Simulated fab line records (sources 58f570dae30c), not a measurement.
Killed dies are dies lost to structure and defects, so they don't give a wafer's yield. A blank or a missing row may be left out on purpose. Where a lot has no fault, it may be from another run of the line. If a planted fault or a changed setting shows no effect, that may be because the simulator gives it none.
A single fault, viewed from 2 desks ; flow berkeleyCmos170 ; only its own numbers are on each desk; what lay behind them is given at the end

TOOL OWNER'S DESK, rieDiel-01
The tool's own readings at UCB170_V2_ETCH_14 (etches SiO2 in CHF3/CF4/Ar, stops on Al, target depth 1250 nm, time 291 s): means of the sampled wafers that have a number, for each lot that ran on this tool. Any lot whose mean is over 4 standard deviations away from the usual mean is out of limits and marked OUT; that distance is given in the brackets.
Columns: A = chamberPressureMTorr at UCB170_V2_ETCH_14, usual 199.99 mTorr; B = drypumpMotorCurrentA at UCB170_V2_ETCH_14, usual 5.5 A; C = oesProductAu at UCB170_V2_ETCH_14, usual 0.872 a.u.; D = throttleValvePct at UCB170_V2_ETCH_14, usual 6.94 %
lot;first seen here;A;B;C;D
L837;day 8 18:02;200.01;5.9;0.867;6.88
L844;day 9 10:38;200.23;6.0;0.878;6.92
L845;day 10 10:10;199.91;5.7;0.877;6.82
L848;day 11 06:13;199.86;5.7;0.855;6.84
L855;day 12 11:23;199.74;5.7;0.876;6.83
This desk's finding: nothing out of limits on any of the 5 lots.

THE METROLOGY DESK
Means of the sampled wafers that have a number, per lot and without regard to the tool the lot ran on: this is what the gauges read. Any lot whose mean is over 4 standard deviations away from the usual mean is out of limits and marked OUT; that distance is given in the brackets.
Columns: A = cdNm at UCB170_M1_CD_MEAS_90, usual 699.6 nm; B = V1_OVL at UCB170_V1_OVL_MEAS_13, usual 1 nm; C = V2_OVL at UCB170_V2_OVL_MEAS_13, usual 3 nm
lot;first seen here;A;B;C
L839;day 8 00:35;698.0;-5;10
L837;day 8 02:16;698.3;5;3
L844;day 8 21:48;702.3;-4;2
L842;day 8 21:49;700.0;-0;1
L845;day 9 15:21;697.2;4;12
L847;day 9 18:56;700.1;-1;2
L848;day 10 15:19;698.1;1;-2
L854;day 11 16:59;699.0;7;12
L858;day 11 18:28;698.3;0;2
L857;day 11 18:56;702.9;-5;4
L856;day 11 19:32;699.7;-4;-3
L855;day 11 19:56;700.7;2;10
L859;day 12 06:40;699.6;0;1
This desk's finding: nothing out of limits on any of the 13 lots.

ALL TOGETHER
Nothing out of limits was seen by the tool owner's desk.
Metrology desk: nothing out of limits seen.

WHAT THE SIMULATOR HAD PUT IN
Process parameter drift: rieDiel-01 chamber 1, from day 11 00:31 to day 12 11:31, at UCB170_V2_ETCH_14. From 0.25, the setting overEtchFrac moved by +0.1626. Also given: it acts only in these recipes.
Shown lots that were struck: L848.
